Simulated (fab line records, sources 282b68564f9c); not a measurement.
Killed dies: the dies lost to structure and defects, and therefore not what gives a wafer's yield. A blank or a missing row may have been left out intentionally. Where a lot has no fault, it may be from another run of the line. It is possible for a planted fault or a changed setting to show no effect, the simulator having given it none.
A lot that was struck, set against a sound lot :: flow rit cmos :: 15 steps out of a route of 202
Sound: wafers L901.2, L901.3, L901.6. Struck: wafers L911.1, L911.3, L911.6. The cause is given at the end.
For every step that has rows: the tool of each side, followed by ch and its chambers, followed by its first start. Under that, the readings that differ: sound wafers :: struck wafers :: difference of the means :: sigmas: that difference in standard deviations of wafers without a fault.
alike: words and numbers the same on both sides, and readings whose means are apart by under 2 such deviations; not compared: readings that were withheld, readings missing a value for some wafer, numbers with overlapping values and no deviation given by the record, and bounds like >300 which may hide the same value.
The two part at a step that has a row with sigmas, a row that says differs or no value, or rows on one side only. Numbers that don't overlap but have no deviation are shown without sigmas and don't part them. Lack of a reading on every wafer of one side parts them only where that side has two or more wafers.

RIT_PWELL_TW_MEAS_10:
  sound on film metro-03, day 1 23:22; struck on film metro-02, day 4 05:03
  alike: PWELL_TW
then, 1 step without rows for these wafers: RIT_WELLDRIVE_ANNEAL_00 (time 14700 s).
RIT_WELLDRIVE_RS_MEAS_01: measures by four-point-probe.
  sound on film metro-01, day 2 04:31; struck on film metro-02, day 4 10:12
  alike: NWELL_RS
RIT_WELLDRIVE_RS_MEAS_02: measures by four-point-probe.
  sound on film metro-01, day 2 04:38; struck on film metro-02, day 4 10:19
reading: PWELL_RS (ohm/sq)
sound: 431.3 429.7 431.6
struck: 429.1 427.7 428.0
difference: -2.6
sigmas: -3
then, 6 steps without rows for these wafers: RIT_NRETRO_HMDS_00 (prime time 60 s); RIT_NRETRO_COAT_01 (resist thk 1300 nm); RIT_NRETRO_SOFTBAKE_02 (time 60 s); RIT_NRETRO_EXPOSE_03 (exposes mask M4, target cd 43900 nm); RIT_NRETRO_PEB_04; RIT_NRETRO_DEVELOP_05 (develop time 68 s).
RIT_NRETRO_OVL_MEAS_06:
  sound on overlay-01, day 2 05:53; struck on overlay-02, day 4 11:26
  alike: NRETRO_OVL
then, 1 step without rows for these wafers: RIT_NRETRO_HARDBAKE_07 (time 120 s).
RIT_NRETRO_IMPLANT_08:
  sound on implanter-04 ch 0, day 2 06:11; struck on implanter-01 ch 0, day 4 11:44
reading: tilt deg (degrees)
sound: 7.046 7.019 7.007
struck: 7.834 7.845 7.807
difference: +0.805
sigmas: +37
  alike: beam on s, end station pressure torr
RIT_NRETRO_STRIP_09: strips in O2, time 180 s.
  sound on plasma asher-01 ch 0,1, day 2 06:19; struck on plasma asher-04 ch 1, day 4 11:53
  alike: drypump motor current A, o2 flow sccm
  not compared: rf hours counter h
RIT_M1_PROBE_99:
  sound on prober-02, day 3 10:43; struck on prober-01, day 6 00:29
reading: killed open
sound: 6 5 6
struck: 0 0 3
difference: -5
sigmas: -2
  alike: killed at front end, killed dies, killed short

## WHERE THEY PART
Earliest at RIT_WELLDRIVE_RS_MEAS_02; latest, in this record, at RIT_M1_PROBE_99.

WHY: what had been put in by the simulator
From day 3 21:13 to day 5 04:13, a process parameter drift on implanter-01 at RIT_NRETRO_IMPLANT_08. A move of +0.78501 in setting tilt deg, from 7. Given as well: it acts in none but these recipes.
